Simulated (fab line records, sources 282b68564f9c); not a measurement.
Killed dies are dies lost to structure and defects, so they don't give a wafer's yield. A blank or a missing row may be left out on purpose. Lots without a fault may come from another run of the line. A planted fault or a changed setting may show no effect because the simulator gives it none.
A struck lot beside a sound one | flow rit_cmos | 18 steps out of a route of 202
Sound: wafers L149.3, L149.4, L149.6. Struck: wafers L155.1, L155.2, L155.6. The cause comes at the end.
At each step with rows: each side's tool, then ch and its chambers, then its first start. Under that, the readings that differ: sound wafers | struck wafers | difference of the means | sigmas: that difference in standard deviations of wafers without a fault.
alike: readings whose means differ by less than 2 such deviations, and words and numbers that are the same on both sides. not compared: withheld readings, readings that some wafer has no value for, bounds like >300 that may hide the same value, and numbers for which the record gives no deviation and whose values overlap.
The two part at a step that has a row with sigmas, a row that says differs or no value, or rows on one side only. Numbers that don't overlap but have no deviation are shown without sigmas and don't part them. A reading that every wafer of one side lacks parts them only if that side has two wafers or more.

first, 1 step without rows for these wafers: RIT_PLDD_IMPLANT_08.
RIT_PLDD_STRIP_09: strips in O2, time 180 s.
  sound on plasma_asher-02 ch 0,1, day 4 02:23; struck on plasma_asher-02 ch 0,1, day 5 08:43
  alike: drypump_motor_current_A
  not compared: rf_hours_counter_h
RIT_PLDD_TW_MEAS_10:
  sound on film_metro-01, day 4 02:31; struck on film_metro-04, day 5 08:54
  alike: PLDD_TW
then, 4 steps without rows for these wafers: RIT_SPACER_CLEAN_00 (cleans in SC1, time 600 s); RIT_SPACER_CLEAN_01 (cleans in dHF, time 30 s); RIT_SPACER_CLEAN_02 (cleans in SC2, time 600 s); RIT_SPACER_CVD_03 (deposits Si3N4 from SiH2Cl2/NH3, target thk 250 nm, time 3300 s).
RIT_SPACER_THK_MEAS_04:
  sound on film_metro-04, day 4 04:52; struck on film_metro-02, day 5 11:17
  alike: SPACER_NITRIDE_THK
RIT_SPACER_ETCHBACK_05: etches Si3N4 in SF6/CHF3, stops on SiO2, target depth 250 nm, time 240 s.
  sound on rie_diel-01 ch 1,3, day 4 04:54; struck on rie_diel-04 ch 0,1,2, day 5 11:20
  reading               | sound             | struck            | difference | sigmas
  oes_product_au (a.u.) | 0.845 0.837 0.812 | 0.857 0.858 0.872 | +0.031     | +2
  alike: drypump_motor_current_A, throttle_valve_pct
  not compared: rf_hours_counter_h
then, 3 steps without rows for these wafers: RIT_NSD_HMDS_00 (prime time 60 s); RIT_NSD_COAT_01 (resist thk 1000 nm); RIT_NSD_SOFTBAKE_02 (time 60 s).
RIT_NSD_EXPOSE_03: exposes mask M9, target cd 40700 nm.
  sound on iline_stepper-02 ch 0, day 4 05:40; struck on iline_stepper-02 ch 0, day 5 12:04
  reading                     | sound                | struck                        | difference | sigmas
  model.NSD.overlay_x_nm (nm) | -1.771 -1.771 -1.771 | 1.333e+04 1.333e+04 1.333e+04 | +1.333e+04 |
  alike: mask
then, 2 steps without rows for these wafers: RIT_NSD_PEB_04; RIT_NSD_DEVELOP_05 (develop time 50 s).
RIT_NSD_OVL_MEAS_06:
  sound on overlay-01, day 4 06:02; struck on overlay-02, day 5 12:28
  reading      | sound          | struck | difference                    | sigmas
  NSD_OVL (nm) | -2.1 -1.4 -0.7 | - - -  | no value on the struck wafers |
then, 1 step without rows for these wafers: RIT_NSD_HARDBAKE_07 (time 60 s).
RIT_M1_PROBE_99:
  sound on prober-01, day 4 16:14; struck on prober-01, day 6 00:28
  reading                        | sound             | struck           | difference | sigmas
  killed_at_front_end            | 4 10 7            | 264 264 264      | +257       | +86
  killed_dies                    | 4 10 7            | 264 264 264      | +257       | +86
  killed_on_rim                  | 1 1 0             | 70 70 70         | +69        | +50
  model.etest.nmos_0p15.bv_v (V) | 5.447 5.462 5.466 | 1.412 1.463 2.07 | -3.810     |
  model.etest.nmos_0p3.bv_v (V)  | 5.447 5.462 5.466 | 1.412 1.463 2.07 | -3.810     |
  alike: killed_at_contacts, killed_open, killed_short
  not compared: model.etest.nmos_0p15.junction_log10_a_um, model.etest.nmos_0p3.off_log10_a_um, model.etest.gate_end_array.leak_log10_a_um, model.etest.nmos_0p15.off_log10_a_um, model.etest.retro_edge_nmos.off_log10_a_um, model.etest.nmos_narrow.under_floor

WHERE THEY PART
First at RIT_SPACER_ETCHBACK_05; last, within this record, at RIT_M1_PROBE_99.

WHY: what the simulator had put in
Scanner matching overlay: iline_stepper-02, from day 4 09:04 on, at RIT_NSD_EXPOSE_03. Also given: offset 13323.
